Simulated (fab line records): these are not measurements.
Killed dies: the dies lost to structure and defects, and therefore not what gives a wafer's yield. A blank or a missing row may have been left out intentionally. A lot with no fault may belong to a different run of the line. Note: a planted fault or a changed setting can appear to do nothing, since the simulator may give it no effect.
Which tool did it? | flow ritCmos | Sampling: 15 lots, 45 wafers, 3 of 202 route steps

== WHAT EACH GAUGE READ, for each wafer ==
RIT_SILICIDE_RS_MEAS_02: a four-point-probe measurement. Usual: SILICIDE_TI_RS gives 47.7 ohm/sq (standard deviation 0.43).
lot  | measured    | on           | SILICIDE_TI_RS (ohm/sq) | flag
L800 | day 3 07:02 | filmMetro-04 | 47.7 48.2 47.7          | 
L802 | day 3 19:19 | filmMetro-02 | 47.5 47.3 47.5          | 
L803 | day 3 20:53 | filmMetro-03 | 48.1 47.6 48.2          | 
L804 | day 4 10:08 | filmMetro-03 | 47.1 47.3 47.7          | 
L805 | day 4 15:55 | filmMetro-04 | 47.1 47.7 48.0          | 
L806 | day 4 16:03 | filmMetro-03 | 47.8 47.4 47.5          | 
L808 | day 5 05:19 | filmMetro-04 | 47.5 47.8 47.3          | 
L810 | day 5 11:32 | filmMetro-03 | 47.9 48.3 48.4          | 
L811 | day 5 15:50 | filmMetro-04 | 47.9 47.5 47.4          | 
L814 | day 6 04:59 | filmMetro-02 | 46.8 47.3 47.4          | 
L816 | day 6 15:30 | filmMetro-04 | 48.3 49.0 48.5          | 
L818 | day 7 02:37 | filmMetro-03 | 48.0 48.0 48.3          | 
L820 | day 7 13:58 | filmMetro-03 | 47.3 47.7 47.8          | 
L822 | day 8 03:20 | filmMetro-04 | 48.5 48.1 49.0          | 
L823 | day 8 06:55 | filmMetro-02 | 47.5 47.3 47.2          | 

RIT_SILICIDE_THK_MEAS_03: measures by xrf. Usual: SILICIDE_TI_THK gives 30.5 nm (standard deviation 0.32).
lot  | measured    | on           | SILICIDE_TI_THK (nm) | flag
L800 | day 3 07:08 | filmMetro-04 | 30.6 30.3 30.6       | 
L802 | day 3 19:26 | filmMetro-02 | 30.6 30.8 30.7       | 
L803 | day 3 21:00 | filmMetro-03 | 30.2 30.3 30.1       | 
L804 | day 4 10:15 | filmMetro-03 | 30.6 30.7 30.3       | 
L805 | day 4 16:02 | filmMetro-04 | 31.2 30.7 30.6       | 
L806 | day 4 16:10 | filmMetro-03 | 30.3 30.6 30.4       | 
L808 | day 5 05:25 | filmMetro-04 | 30.9 30.9 31.0       | 
L810 | day 5 11:39 | filmMetro-03 | 30.3 30.0 29.9       | 
L811 | day 5 15:57 | filmMetro-04 | 30.9 31.0 31.0       | 
L814 | day 6 05:06 | filmMetro-02 | 30.8 30.5 30.6       | 
L816 | day 6 15:37 | filmMetro-04 | 30.3 30.1 30.2       | 
L818 | day 7 02:44 | filmMetro-03 | 30.1 30.1 30.0       | 
L820 | day 7 14:05 | filmMetro-03 | 30.4 30.3 30.2       | 
L822 | day 8 03:28 | filmMetro-04 | 30.2 30.5 29.7       | 
L823 | day 8 07:02 | filmMetro-02 | 30.5 30.4 30.6       | 

== EACH LOT AND THE TOOL THAT RAN IT (in order: tool; ch and the chambers of the sampled wafers; start) ==
lot  | RIT_NLDD_STRIP_09
L800 | plasmaAsher-04 ch 0,1, day 2 22:22
L802 | plasmaAsher-04 ch 0,1, day 3 09:10
L803 | plasmaAsher-02 ch 0, day 3 12:20
L804 | plasmaAsher-02 ch 0,1, day 4 00:32
L805 | plasmaAsher-04 ch 0,1, day 4 04:37
L806 | plasmaAsher-02 ch 0,1, day 4 07:03
L808 | plasmaAsher-04 ch 0,1, day 4 19:59
L810 | plasmaAsher-03 ch 0,1, day 5 03:05
L811 | plasmaAsher-03 ch 0,1, day 5 07:05
L814 | plasmaAsher-02 ch 0, day 5 20:35
L816 | plasmaAsher-03 ch 1, day 6 07:12
L818 | plasmaAsher-04 ch 0,1, day 6 18:13
L820 | plasmaAsher-02 ch 0,1, day 7 05:26
L822 | plasmaAsher-04 ch 0,1, day 7 19:01
L823 | plasmaAsher-03 ch 0,1, day 7 21:44
- RIT_NLDD_STRIP_09: strips in O2, time 180 s.

== AS READ BY THE TOOLS THEMSELVES (means over the sampled wafers that have a number; for cases with no such wafer, the mark the record gives instead) ==
RIT_NLDD_STRIP_09. Usual: chamberPressureMTorr 4000 mTorr, standard deviation 3.8; drypumpMotorCurrentA 5.73 A, standard deviation 0.3.
lot  | tool           | chamberPressureMTorr (mTorr) | drypumpMotorCurrentA (A) | flag
L800 | plasmaAsher-04 | 4003                         | 5.50                     | 
L802 | plasmaAsher-04 | 3998                         | 5.50                     | 
L803 | plasmaAsher-02 | 4002                         | 6.14                     | 
L804 | plasmaAsher-02 | 3999                         | 6.08                     | 
L805 | plasmaAsher-04 | 4002                         | 5.57                     | 
L806 | plasmaAsher-02 | 4005                         | 6.08                     | 
L808 | plasmaAsher-04 | 3998                         | 5.55                     | 
L810 | plasmaAsher-03 | 4001                         | 5.54                     | 
L811 | plasmaAsher-03 | 4001                         | 5.79                     | 
L814 | plasmaAsher-02 | 4001                         | 6.18                     | 
L816 | plasmaAsher-03 | 4001                         | 5.32                     | 
L818 | plasmaAsher-04 | 3997                         | 5.49                     | 
L820 | plasmaAsher-02 | 4000                         | 5.98                     | 
L822 | plasmaAsher-04 | 4001                         | 5.55                     | 
L823 | plasmaAsher-03 | 4001                         | 5.76                     | 

== THE ANSWER, worked out from the rows above alone ==
Rule: a lot counts as off when the mean over its wafers that have a number is more than 3 standard deviations away from the usual mean. A lot without any number at a reading at which 4 lots or more have one is off too. The other lots that the step has rows for count as sound. After the gauges, taken in route order, come the tools' own readings; for these a lot's mean is taken, as printed above. At the first step where some lot is off, the reading lying furthest off is the one used; lots without a number count as furthest.
Across all readings shown, no lot is off: no conclusion can be drawn from this.

== WHAT THE SIMULATOR PUT IN ==
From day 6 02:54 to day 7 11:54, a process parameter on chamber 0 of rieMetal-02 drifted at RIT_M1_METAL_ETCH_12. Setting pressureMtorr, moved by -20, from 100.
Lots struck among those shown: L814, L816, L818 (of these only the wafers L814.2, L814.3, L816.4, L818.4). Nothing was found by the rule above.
